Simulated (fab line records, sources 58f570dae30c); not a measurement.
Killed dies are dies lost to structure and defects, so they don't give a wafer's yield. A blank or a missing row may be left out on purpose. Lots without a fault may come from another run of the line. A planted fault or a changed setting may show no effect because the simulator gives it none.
Tool commonality check | flow berkeley_cmos170 | 14 lots, 42 wafers sampled

WHY IT WAS OPENED
At UCB170_SDANNEAL_RS_MEAS_02 the reading PSD_RS is flagged on 2 of 14 lots. Wafers without a fault read 75.6 ohm/sq, standard deviation 0.3.
Rule: a lot is flagged when every wafer of it that has a number lies more than 4 standard deviations from that mean, or none has a number. The other lots count as sound.

lot  | measured     | on            | PSD_RS (ohm/sq), wafer by wafer | flag
L382 | day 7 02:27  | film_metro-02 | 75.2 75.2 75.4                  |
L381 | day 7 02:38  | film_metro-03 | 75.9 76.0 76.1                  |
L383 | day 7 03:17  | film_metro-03 | 75.7 75.8 75.5                  |
L386 | day 7 12:49  | film_metro-04 | 75.9 75.8 75.9                  |
L385 | day 7 13:04  | film_metro-02 | 75.5 75.5 75.3                  |
L387 | day 7 13:17  | film_metro-03 | 75.6 75.5 75.5                  |
L388 | day 8 00:46  | film_metro-03 | 75.7 75.7 76.0                  |
L389 | day 8 10:04  | film_metro-03 | 76.3 76.0 76.1                  |
L390 | day 8 11:01  | film_metro-04 | 75.7 75.5 75.3                  |
L395 | day 9 05:45  | film_metro-02 | 75.8 76.0 75.7                  |
L392 | day 9 06:19  | film_metro-04 | 83.4 83.5 83.7                  | FLAGGED
L394 | day 9 06:38  | film_metro-02 | 84.1 84.0 83.9                  | FLAGGED
L403 | day 10 19:32 | film_metro-04 | 75.4 75.2 75.3                  |
L404 | day 10 22:47 | film_metro-03 | 75.4 75.6 75.6                  |
The numbers of the flagged lots are 83.8 ohm/sq on average: +8.2 ohm/sq against the usual, or +27 standard deviations.

WHICH TOOL RAN EACH LOT
The record holds 1 process step before the reading, out of a route of 331 steps. In each cell: the tool, then ch and the chambers that the sampled wafers went through, then the start.
lot  | flag    | UCB170_SDANNEAL_RTA_01
L382 |         | rtp_anneal-01 ch 0, day 7 02:23
L381 |         | rtp_anneal-02 ch 0, day 7 02:35
L383 |         | rtp_anneal-02 ch 0, day 7 03:13
L386 |         | rtp_anneal-02 ch 0, day 7 12:46
L385 |         | rtp_anneal-01 ch 0, day 7 13:01
L387 |         | rtp_anneal-02 ch 0, day 7 13:13
L388 |         | rtp_anneal-02 ch 0, day 8 00:41
L389 |         | rtp_anneal-01 ch 0, day 8 09:59
L390 |         | rtp_anneal-02 ch 0, day 8 10:58
L395 |         | rtp_anneal-02 ch 0, day 9 05:41
L392 | FLAGGED | rtp_anneal-02 ch 0, day 9 06:16
L394 | FLAGGED | rtp_anneal-02 ch 0, day 9 06:35
L403 |         | rtp_anneal-01 ch 0, day 10 19:29
L404 |         | rtp_anneal-01 ch 0, day 10 22:43
What these steps do:
- UCB170_SDANNEAL_RTA_01: time 5 s.
- UCB170_SDANNEAL_RS_MEAS_02: measures by four-point-probe.

FLAGGED OVER TOTAL, TOOL BY TOOL (the gauges that took the reading come last)
step                       | tool          | lots run | flagged | share of the flagged lots | sound lots run after its first flagged lot
UCB170_SDANNEAL_RTA_01     | rtp_anneal-01 | 5        | 0       | none                      | -
UCB170_SDANNEAL_RTA_01     | rtp_anneal-02 | 9        | 2       | all                       | 0
UCB170_SDANNEAL_RS_MEAS_02 | film_metro-02 | 4        | 1       | some                      | 0
UCB170_SDANNEAL_RS_MEAS_02 | film_metro-03 | 6        | 0       | none                      | -
UCB170_SDANNEAL_RS_MEAS_02 | film_metro-04 | 4        | 1       | some                      | 1 (L403)

WHAT THE TABLE ALLOWS
1 row of the table ran every flagged lot: rtp_anneal-02 at UCB170_SDANNEAL_RTA_01.
- rtp_anneal-02 at UCB170_SDANNEAL_RTA_01: 2 of its 9 lots flagged. Its last sound lot is L395 (day 9 05:41), its first flagged lot L392 (day 9 06:16): a fault that began between those two fits.
One tool is left: rtp_anneal-02 at UCB170_SDANNEAL_RTA_01.

WHAT THE SIMULATOR HAD PUT IN
Process parameter drift: rtp_anneal-02, from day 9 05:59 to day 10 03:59, at UCB170_SDANNEAL_RTA_01. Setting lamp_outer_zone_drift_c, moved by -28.
Lots struck among those shown: L392, L394. The rule above found the same.
